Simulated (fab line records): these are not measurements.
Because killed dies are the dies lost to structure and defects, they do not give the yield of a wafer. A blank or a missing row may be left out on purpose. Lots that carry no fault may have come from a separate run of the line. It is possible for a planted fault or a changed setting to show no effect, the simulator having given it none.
Which tool is to blame? || flow ritCmos || 14 lots (42 wafers sampled), 1 step of a 202-step route

== WHAT EACH GAUGE READ, for each wafer ==
The record holds no reading of a measuring or inspecting step that can be judged against a usual standard deviation.

== WHICH TOOL RAN EACH LOT (tool, then ch and the chambers of the sampled wafers, then the start) ==
{"lot": "L277", "RIT_PLDD_SOFTBAKE_02": "lithoTrack-01 ch 0, day 2 20:11"}
{"lot": "L279", "RIT_PLDD_SOFTBAKE_02": "lithoTrack-02 ch 0, day 3 12:04"}
{"lot": "L280", "RIT_PLDD_SOFTBAKE_02": "lithoTrack-02 ch 0, day 3 13:37"}
{"lot": "L283", "RIT_PLDD_SOFTBAKE_02": "lithoTrack-01 ch 0, day 4 08:59"}
{"lot": "L284", "RIT_PLDD_SOFTBAKE_02": "lithoTrack-01 ch 0, day 4 10:58"}
{"lot": "L286", "RIT_PLDD_SOFTBAKE_02": "lithoTrack-01 ch 0, day 4 20:39"}
{"lot": "L288", "RIT_PLDD_SOFTBAKE_02": "lithoTrack-01 ch 0, day 5 05:16"}
{"lot": "L291", "RIT_PLDD_SOFTBAKE_02": "lithoTrack-03 ch 0, day 5 16:56"}
{"lot": "L292", "RIT_PLDD_SOFTBAKE_02": "lithoTrack-01 ch 0, day 5 20:31"}
{"lot": "L295", "RIT_PLDD_SOFTBAKE_02": "lithoTrack-03 ch 0, day 6 14:07"}
{"lot": "L296", "RIT_PLDD_SOFTBAKE_02": "lithoTrack-02 ch 0, day 6 17:49"}
{"lot": "L297", "RIT_PLDD_SOFTBAKE_02": "lithoTrack-03 ch 0, day 6 23:13"}
{"lot": "L298", "RIT_PLDD_SOFTBAKE_02": "lithoTrack-03 ch 0, day 7 04:35"}
{"lot": "L299", "RIT_PLDD_SOFTBAKE_02": "lithoTrack-03 ch 0, day 7 09:32"}
- RIT_PLDD_SOFTBAKE_02: time 60 s.

== AS READ BY THE TOOLS THEMSELVES (means over the sampled wafers that have a number; for cases with no such wafer, the mark the record gives instead) ==
RIT_PLDD_SOFTBAKE_02.
{"lot": "L277", "tool": "lithoTrack-01", "heaterPowerTotalW (W)": 34.53, "plateTempC (C)": 90.03}
{"lot": "L279", "tool": "lithoTrack-02", "heaterPowerTotalW (W)": 34.59, "plateTempC (C)": 89.97}
{"lot": "L280", "tool": "lithoTrack-02", "heaterPowerTotalW (W)": 34.60, "plateTempC (C)": 90.18}
{"lot": "L283", "tool": "lithoTrack-01", "heaterPowerTotalW (W)": 34.60, "plateTempC (C)": 89.96}
{"lot": "L284", "tool": "lithoTrack-01", "heaterPowerTotalW (W)": 34.55, "plateTempC (C)": 89.91}
{"lot": "L286", "tool": "lithoTrack-01", "heaterPowerTotalW (W)": 34.56, "plateTempC (C)": 89.96}
{"lot": "L288", "tool": "lithoTrack-01", "heaterPowerTotalW (W)": 34.16, "plateTempC (C)": 89.07}
{"lot": "L291", "tool": "lithoTrack-03", "heaterPowerTotalW (W)": 34.55, "plateTempC (C)": 90.14}
{"lot": "L292", "tool": "lithoTrack-01", "heaterPowerTotalW (W)": 34.22, "plateTempC (C)": 89.18}
{"lot": "L295", "tool": "lithoTrack-03", "heaterPowerTotalW (W)": 34.52, "plateTempC (C)": 89.93}
{"lot": "L296", "tool": "lithoTrack-02", "heaterPowerTotalW (W)": 34.57, "plateTempC (C)": 89.92}
{"lot": "L297", "tool": "lithoTrack-03", "heaterPowerTotalW (W)": 34.52, "plateTempC (C)": 89.83}
{"lot": "L298", "tool": "lithoTrack-03", "heaterPowerTotalW (W)": 34.58, "plateTempC (C)": 89.84}
{"lot": "L299", "tool": "lithoTrack-03", "heaterPowerTotalW (W)": 34.53, "plateTempC (C)": 90.09}

== THE ANSWER, worked out from the rows above alone ==
Rule: the usual values come from the lots themselves. The widest of any qualifying gaps counts: lots, ordered by their means at a reading, are off when they make up no more than a third of the lots, leave a main group of 4 or more, and stand apart from it by 3 or more times the standard deviation of that group's means. A main group whose means are all the same, to the digits that the tables above print for the reading, isn't used. A lot without any number at a reading at which 4 lots or more have one is off too. All remaining lots with rows at the step are treated as sound. After the gauges, taken in route order, come the tools' own readings; for these a lot's mean is taken, as printed above. The first step at which some lot is off is used, and at that step the reading that is off furthest; a lot without a number counts as furthest.
Off: L288, L292, at RIT_PLDD_SOFTBAKE_02 (heaterPowerTotalW). For the main group the mean is 34.56 W and the standard deviation 0.029.
A tool fits if, at that step or a process step before it, it ran every lot that is off, and no sound lot after the first of them. One fits: lithoTrack-01 at RIT_PLDD_SOFTBAKE_02. A fault onset in the window from L286 (day 4 20:39, its last sound lot) to L288 (day 5 05:16, its first lot off) fits.
The tool's own readings at RIT_PLDD_SOFTBAKE_02 bear it out: on the lots that are off they differ by more than 5 times the standard deviation of the sound lots' means. heaterPowerTotalW reads 34.19 W there against 34.56 W on the sound lots; plateTempC reads 89.12 C there against 89.98 C on the sound lots.

== WHAT HAD BEEN PUT IN BY THE SIMULATOR ==
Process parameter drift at RIT_PLDD_SOFTBAKE_02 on lithoTrack-01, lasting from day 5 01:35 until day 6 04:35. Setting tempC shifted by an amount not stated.
Struck lots among those shown: L288, L292. The rule given above showed the same thing.
